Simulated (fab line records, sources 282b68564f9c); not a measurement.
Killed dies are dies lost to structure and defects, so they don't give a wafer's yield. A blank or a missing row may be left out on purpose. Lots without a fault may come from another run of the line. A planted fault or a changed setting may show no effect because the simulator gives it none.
A struck lot beside a sound one | flow rit_cmos | 17 steps out of a route of 202
Sound: wafers L756.3, L756.4, L756.6. Struck: wafers L750.1, L750.5, L750.6. The cause comes at the end.
At each step with rows: each side's tool, then ch and its chambers, then its first start. Under that, the readings that differ: sound wafers | struck wafers | difference of the means | sigmas: that difference in standard deviations of wafers without a fault.
alike: readings whose means differ by less than 2 such deviations, and words and numbers that are the same on both sides. not compared: withheld readings, readings that some wafer has no value for, bounds like >300 that may hide the same value, and numbers for which the record gives no deviation and whose values overlap.
The two part at a step that has a row with sigmas, a row that says differs or no value, or rows on one side only. Numbers that don't overlap but have no deviation are shown without sigmas and don't part them. A reading that every wafer of one side lacks parts them only if that side has two wafers or more.

first, 1 step without rows for these wafers: RIT_PRETRO_DEVELOP_05 (develop time 68 s).
RIT_PRETRO_OVL_MEAS_06:
  sound on overlay-01, day 5 16:28; struck on overlay-01, day 4 10:25
  alike: PRETRO_OVL
then, 2 steps without rows for these wafers: RIT_PRETRO_HARDBAKE_07 (time 120 s); RIT_PRETRO_IMPLANT_08.
RIT_PRETRO_STRIP_09: strips in O2, time 180 s.
  sound on plasma_asher-02 ch 0,1, day 5 16:57; struck on plasma_asher-01 ch 0,1, day 4 10:50
  alike: drypump_motor_current_A
  not compared: rf_hours_counter_h
RIT_PRETRO_TW_MEAS_10:
  sound on film_metro-01, day 5 17:05; struck on film_metro-01, day 4 11:01
  alike: PRETRO_TW
then, 5 steps without rows for these wafers: RIT_GATE_WET_ETCH_00 (etches SiO2 in BOE, target depth 56 nm, time 60 s); RIT_GATE_CLEAN_01 (cleans in SC1, time 600 s); RIT_GATE_CLEAN_02 (cleans in dHF, time 30 s); RIT_GATE_CLEAN_03 (cleans in SC2, time 600 s); RIT_GATE_CLEAN_04 (cleans in dHF, time 58.06 s).
RIT_FOX2_THK_MEAS_91:
  sound on film_metro-04, day 5 17:34; struck on film_metro-04, day 4 11:30
  reading                     | sound       | struck      | difference | sigmas
  FIELD_OXIDE_LEFT_2_THK (nm) | 267 267 265 | 248 252 256 | -14        | -2
RIT_GATE_OXIDATION_05: target thk 3 nm, ox time 270 s.
  sound on furnace-03 ch 0, day 5 17:36; struck on furnace-04 ch 0, day 4 11:45
  reading                                     | sound            | struck            | difference | sigmas
  model.SiO2_of_GATE_OXIDATION_05.thk_nm (nm) | 3.102 3.06 3.075 | 4.091 4.076 4.047 | +0.992     |
  alike: tube_center_temp_C, tube_center_temp_C_max
then, 1 step without rows for these wafers: RIT_GATE_ANNEAL_06 (time 600 s).
RIT_GATE_THK_MEAS_07:
  sound on film_metro-02, day 5 18:56; struck on film_metro-01, day 4 13:32
  reading             | sound          | struck         | difference | sigmas
  GATE_OXIDE_THK (nm) | 3.09 3.06 3.13 | 4.04 4.07 4.06 | +0.96      | +14
then, 1 step without rows for these wafers: RIT_GATE_CVD_08 (deposits poly-Si from SiH4, target thk 250 nm, time 2220 s).
RIT_M1_PROBE_99:
  sound on prober-01, day 6 19:22; struck on prober-01, day 5 14:35
  reading                             | sound             | struck            | difference | sigmas
  model.etest.pmos_0p3.r_on_ohm_um    | 6384 6415 6332    | 8424 8299 8265    | +1952      |
  model.etest.pmos_turned.r_on_ohm_um | 3463 3519 3458    | 4245 4139 4114    | +686       |
  model.etest.nmos_0p3.r_on_ohm_um    | 2304 2295 2305    | 2872 2851 2811    | +543       |
  model.etest.pmos_0p15.r_on_ohm_um   | 2793 2834 2795    | 3408 3327 3348    | +554       |
  model.etest.nmos_0p15.r_on_ohm_um   | 1230 1236 1237    | 1363 1365 1355    | +127       |
  model.etest.nmos_0p15.drive_ua_um   | 432.1 426.5 430.3 | 331.3 338.3 337.3 | -94.0      |
  model.etest.nmos_narrow.drive_ua_um | 194 193.6 194.5   | 130.6 132 132.3   | -62.4      |
  model.etest.nmos_0p3.drive_ua_um    | 207.6 210.4 212.7 | 135.6 138.6 140.3 | -72.1      |
  alike: killed_at_contacts, killed_at_front_end, killed_dies, killed_open, killed_short

WHERE THEY PART
First at RIT_FOX2_THK_MEAS_91; last, within this record, at RIT_GATE_THK_MEAS_07. Later steps at which nothing parts them and some readings are alike: RIT_M1_PROBE_99.

WHY: what the simulator had put in
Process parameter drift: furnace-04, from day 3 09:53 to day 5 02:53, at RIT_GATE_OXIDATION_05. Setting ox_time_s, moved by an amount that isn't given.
